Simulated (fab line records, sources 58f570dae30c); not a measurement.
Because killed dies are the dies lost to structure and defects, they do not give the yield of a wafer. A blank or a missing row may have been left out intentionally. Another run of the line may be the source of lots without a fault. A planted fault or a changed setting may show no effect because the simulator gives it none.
What tool caused it? || flow berkeley_cmos170 || 15 lots, 45 wafers sampled, at 3 steps of a route of 331

WHAT THE GAUGES READ, wafer by wafer
UCB170_WELLDRIVE_THK_MEAS_02.
{"lot": "L876", "measured": "day 3 14:02", "on": "film_metro-04", "WELLDRIVE_OXIDE_THK (nm)": "200 200 200"}
{"lot": "L875", "measured": "day 3 15:53", "on": "film_metro-02", "WELLDRIVE_OXIDE_THK (nm)": "208 208 205"}
{"lot": "L877", "measured": "day 3 15:53", "on": "film_metro-04", "WELLDRIVE_OXIDE_THK (nm)": "206 207 207"}
{"lot": "L879", "measured": "day 4 04:56", "on": "film_metro-04", "WELLDRIVE_OXIDE_THK (nm)": "203 206 202"}
{"lot": "L878", "measured": "day 4 08:26", "on": "film_metro-01", "WELLDRIVE_OXIDE_THK (nm)": "195 195 196"}
{"lot": "L881", "measured": "day 4 16:12", "on": "film_metro-01", "WELLDRIVE_OXIDE_THK (nm)": "197 194 199"}
{"lot": "L882", "measured": "day 5 00:47", "on": "film_metro-04", "WELLDRIVE_OXIDE_THK (nm)": "198 201 200"}
{"lot": "L886", "measured": "day 5 10:00", "on": "film_metro-02", "WELLDRIVE_OXIDE_THK (nm)": "200 200 199"}
{"lot": "L884", "measured": "day 5 14:48", "on": "film_metro-04", "WELLDRIVE_OXIDE_THK (nm)": "198 196 200"}
{"lot": "L890", "measured": "day 6 09:41", "on": "film_metro-01", "WELLDRIVE_OXIDE_THK (nm)": "201 199 200"}
{"lot": "L894", "measured": "day 7 04:50", "on": "film_metro-01", "WELLDRIVE_OXIDE_THK (nm)": "195 196 196"}
{"lot": "L893", "measured": "day 7 11:04", "on": "film_metro-04", "WELLDRIVE_OXIDE_THK (nm)": "199 199 197"}
{"lot": "L897", "measured": "day 8 01:35", "on": "film_metro-04", "WELLDRIVE_OXIDE_THK (nm)": "194 197 194"}
{"lot": "L896", "measured": "day 8 05:50", "on": "film_metro-02", "WELLDRIVE_OXIDE_THK (nm)": "201 196 200"}
{"lot": "L898", "measured": "day 8 09:28", "on": "film_metro-04", "WELLDRIVE_OXIDE_THK (nm)": "197 194 195"}

UCB170_SACOX_THK_MEAS_02.
{"lot": "L876", "measured": "day 4 23:45", "on": "film_metro-04", "SACOX_OXIDE_THK (nm)": "14.56 14.24 14.59"}
{"lot": "L875", "measured": "day 4 23:45", "on": "film_metro-02", "SACOX_OXIDE_THK (nm)": "14.74 14.49 14.62"}
{"lot": "L877", "measured": "day 4 23:49", "on": "film_metro-01", "SACOX_OXIDE_THK (nm)": "14.62 14.70 14.35"}
{"lot": "L879", "measured": "day 5 15:13", "on": "film_metro-01", "SACOX_OXIDE_THK (nm)": "14.84 14.89 14.65"}
{"lot": "L878", "measured": "day 5 23:05", "on": "film_metro-04", "SACOX_OXIDE_THK (nm)": "14.14 14.16 13.95"}
{"lot": "L881", "measured": "day 5 23:06", "on": "film_metro-02", "SACOX_OXIDE_THK (nm)": "14.57 14.21 14.18"}
{"lot": "L882", "measured": "day 6 06:10", "on": "film_metro-02", "SACOX_OXIDE_THK (nm)": "14.30 14.32 14.55"}
{"lot": "L886", "measured": "day 6 21:46", "on": "film_metro-04", "SACOX_OXIDE_THK (nm)": "14.29 14.22 14.46"}
{"lot": "L884", "measured": "day 6 21:49", "on": "film_metro-02", "SACOX_OXIDE_THK (nm)": "14.41 14.42 14.42"}
{"lot": "L890", "measured": "day 7 18:11", "on": "film_metro-02", "SACOX_OXIDE_THK (nm)": "13.98 14.02 14.11"}
{"lot": "L894", "measured": "day 8 18:09", "on": "film_metro-01", "SACOX_OXIDE_THK (nm)": "14.50 14.53 14.67"}
{"lot": "L893", "measured": "day 8 22:29", "on": "film_metro-01", "SACOX_OXIDE_THK (nm)": "14.89 14.86 14.68"}
{"lot": "L897", "measured": "day 9 13:38", "on": "film_metro-04", "SACOX_OXIDE_THK (nm)": "14.21 14.22 14.15"}
{"lot": "L896", "measured": "day 9 13:37", "on": "film_metro-02", "SACOX_OXIDE_THK (nm)": "14.14 14.36 14.13"}
{"lot": "L898", "measured": "day 9 19:37", "on": "film_metro-02", "SACOX_OXIDE_THK (nm)": "14.58 14.46 14.35"}

UCB170_GATE_THK_MEAS_05.
{"lot": "L876", "measured": "day 5 19:09", "on": "film_metro-02", "GATE_POLY_THK (nm)": "213.8 211.0 212.1"}
{"lot": "L875", "measured": "day 5 19:05", "on": "film_metro-01", "GATE_POLY_THK (nm)": "217.9 218.1 215.6"}
{"lot": "L877", "measured": "day 5 19:05", "on": "film_metro-02", "GATE_POLY_THK (nm)": "213.8 211.9 213.5"}
{"lot": "L879", "measured": "day 6 16:12", "on": "film_metro-02", "GATE_POLY_THK (nm)": "213.8 214.7 213.1"}
{"lot": "L878", "measured": "day 6 19:20", "on": "film_metro-01", "GATE_POLY_THK (nm)": "213.9 216.3 215.7"}
{"lot": "L881", "measured": "day 6 19:20", "on": "film_metro-04", "GATE_POLY_THK (nm)": "216.7 216.1 217.3"}
{"lot": "L882", "measured": "day 7 01:35", "on": "film_metro-02", "GATE_POLY_THK (nm)": "209.8 210.9 210.2"}
{"lot": "L886", "measured": "day 7 22:59", "on": "film_metro-04", "GATE_POLY_THK (nm)": "213.0 214.0 213.9"}
{"lot": "L884", "measured": "day 7 22:55", "on": "film_metro-04", "GATE_POLY_THK (nm)": "215.1 216.9 217.1"}
{"lot": "L890", "measured": "day 8 20:55", "on": "film_metro-01", "GATE_POLY_THK (nm)": "214.9 213.8 214.6"}
{"lot": "L894", "measured": "day 9 15:16", "on": "film_metro-02", "GATE_POLY_THK (nm)": "214.4 215.7 215.5"}
{"lot": "L893", "measured": "day 9 21:25", "on": "film_metro-01", "GATE_POLY_THK (nm)": "214.9 213.7 215.9"}
{"lot": "L897", "measured": "day 10 14:10", "on": "film_metro-04", "GATE_POLY_THK (nm)": "213.6 215.4 215.5"}
{"lot": "L896", "measured": "day 10 14:08", "on": "film_metro-02", "GATE_POLY_THK (nm)": "213.3 213.7 213.8"}
{"lot": "L898", "measured": "day 10 14:14", "on": "film_metro-01", "GATE_POLY_THK (nm)": "212.5 214.4 213.5"}

TOOL THAT RAN EACH LOT (tool first, then ch and the chambers of the sampled wafers, then the start)
There is no process step in the record ahead of these readings.

AS READ BY THE TOOLS THEMSELVES (means over the sampled wafers that have a number; for cases with no such wafer, the mark the record gives instead)
The record holds no such reading with a usual standard deviation.

THE ANSWER, worked out from the rows above alone
Rule: the lots themselves supply what counts as usual. Put in order of their means at a reading, lots are off if they are a third of the lots or fewer, leave a main group of 4 or more, and stand apart from it by a gap of 3 or more times the standard deviation of the main group's means; of several such gaps the widest counts. Not used: any main group whose means are identical at the precision the tables above print for the reading. A lot without any number at a reading at which 4 lots or more have one is off too. Where the step has rows for the other lots, those lots are counted as sound. The gauges are gone through in route order, then the tools' own readings, and for those a lot's mean is taken as printed above. The first step at which some lot is off is used, and at that step the reading that is off furthest; a lot without a number counts as furthest.
No lot is off on any of the readings shown, so nothing can be concluded from this.

WHAT THE SIMULATOR PUT IN
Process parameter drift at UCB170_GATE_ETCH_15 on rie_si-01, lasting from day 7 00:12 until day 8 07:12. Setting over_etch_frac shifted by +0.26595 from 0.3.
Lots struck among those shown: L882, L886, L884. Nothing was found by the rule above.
